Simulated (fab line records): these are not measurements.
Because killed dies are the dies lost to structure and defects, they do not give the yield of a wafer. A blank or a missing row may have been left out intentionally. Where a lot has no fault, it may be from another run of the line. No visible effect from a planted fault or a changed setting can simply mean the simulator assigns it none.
Which tool was responsible? :: flow berkeley_cmos170 :: 15 lots (45 wafers sampled), 1 step of a 331-step route

== WHAT THE GAUGES READ, wafer by wafer ==
UCB170_M1_OVL_MEAS_10. Usual: for M1_OVL the level is 3 nm and the standard deviation is 6.2.
lot: L459
measured: day 8 18:41
on: overlay-01
M1_OVL (nm): -6 -8 -5
flag: 

lot: L461
measured: day 9 01:29
on: overlay-01
M1_OVL (nm): 6 11 8
flag: 

lot: L463
measured: day 9 19:46
on: overlay-02
M1_OVL (nm): -3 -1 -11
flag: 

lot: L464
measured: day 9 20:21
on: overlay-01
M1_OVL (nm): -8 -1 0
flag: 

lot: L465
measured: day 10 08:53
on: overlay-01
M1_OVL (nm): 2 5 7
flag: 

lot: L468
measured: day 10 19:01
on: overlay-01
M1_OVL (nm): 8 11 5
flag: 

lot: L467
measured: day 10 19:32
on: overlay-01
M1_OVL (nm): -3 -7 4
flag: 

lot: L469
measured: day 11 01:30
on: overlay-01
M1_OVL (nm): 3 6 4
flag: 

lot: L472
measured: day 11 09:00
on: overlay-01
M1_OVL (nm): 1 -5 -4
flag: 

lot: L471
measured: day 11 09:14
on: overlay-02
M1_OVL (nm): -2 -3 -1
flag: 

lot: L473
measured: day 11 17:31
on: overlay-01
M1_OVL (nm): 5 6 11
flag: 

lot: L475
measured: day 12 11:22
on: overlay-01
M1_OVL (nm): 0 5 7
flag: 

lot: L480
measured: day 12 18:20
on: overlay-01
M1_OVL (nm): -6 3 -2
flag: 

lot: L478
measured: day 12 19:49
on: overlay-02
M1_OVL (nm): 10 3 8
flag: 

lot: L477
measured: day 12 21:51
on: overlay-02
M1_OVL (nm): 8 8 8
flag: 

== EACH LOT AND THE TOOL THAT RAN IT (in order: tool; ch and the chambers of the sampled wafers; start) ==
The record holds no process step before these readings.

== AS READ BY THE TOOLS THEMSELVES (means over the sampled wafers that have a number; for cases with no such wafer, the mark the record gives instead) ==
The record holds no such reading with a usual standard deviation.

== THE ANSWER, worked out from the rows above alone ==
Rule: a lot is off if the mean of its wafers that have a number lies more than 3 standard deviations from the usual mean. Also off: a lot with no number at a reading for which 4 or more lots have one. The other lots that the step has rows for count as sound. After the gauges, taken in route order, come the tools' own readings; for these a lot's mean is taken, as printed above. The first step at which some lot is off is used, and at that step the reading that is off furthest; a lot without a number counts as furthest.
None of the lots is off at any reading shown; this tells nothing.

== WHAT THE SIMULATOR PUT IN ==
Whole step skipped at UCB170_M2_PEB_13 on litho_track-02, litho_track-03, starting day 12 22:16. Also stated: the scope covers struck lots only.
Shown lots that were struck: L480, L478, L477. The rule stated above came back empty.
